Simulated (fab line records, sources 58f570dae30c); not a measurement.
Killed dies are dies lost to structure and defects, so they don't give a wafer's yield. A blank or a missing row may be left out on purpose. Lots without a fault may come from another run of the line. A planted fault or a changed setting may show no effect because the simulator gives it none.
Which tool did it? | flow berkeley_cmos170 | 7 lots, 21 wafers sampled, at 1 step of a route of 331

WHAT THE GAUGES READ, wafer by wafer
UCB170_GATE_THK_MEAS_05.
lot  | measured     | on            | GATE_POLY_THK (nm)
L657 | day 6 23:09  | film_metro-04 | 215.0 215.5 217.7
L658 | day 7 20:47  | film_metro-04 | 217.5 216.9 217.9
L659 | day 7 20:48  | film_metro-02 | 213.5 211.6 212.5
L669 | day 9 08:16  | film_metro-02 | 215.8 217.3 216.1
L673 | day 10 09:20 | film_metro-01 | 213.8 212.9 213.8
L674 | day 10 20:59 | film_metro-02 | 215.8 216.1 215.3
L675 | day 10 21:02 | film_metro-02 | 214.9 214.3 214.7

WHICH TOOL RAN EACH LOT (tool, then ch and the chambers of the sampled wafers, then the start)
The record holds no process step before these readings.

THE ANSWER, worked out from the rows above alone
Rule: what is usual is taken from the lots themselves. Put in order of their means at a reading, lots are off if they are a third of the lots or fewer, leave a main group of 4 or more, and stand apart from it by a gap of 3 or more times the standard deviation of the main group's means; of several such gaps the widest counts. A main group whose means are all the same, to the digits that the tables above print for the reading, isn't used. A lot without any number at a reading at which 4 lots or more have one is off too. The other lots that the step has rows for count as sound.
No lot is off at any reading shown: from this, nothing can be told.

WHAT THE SIMULATOR HAD PUT IN
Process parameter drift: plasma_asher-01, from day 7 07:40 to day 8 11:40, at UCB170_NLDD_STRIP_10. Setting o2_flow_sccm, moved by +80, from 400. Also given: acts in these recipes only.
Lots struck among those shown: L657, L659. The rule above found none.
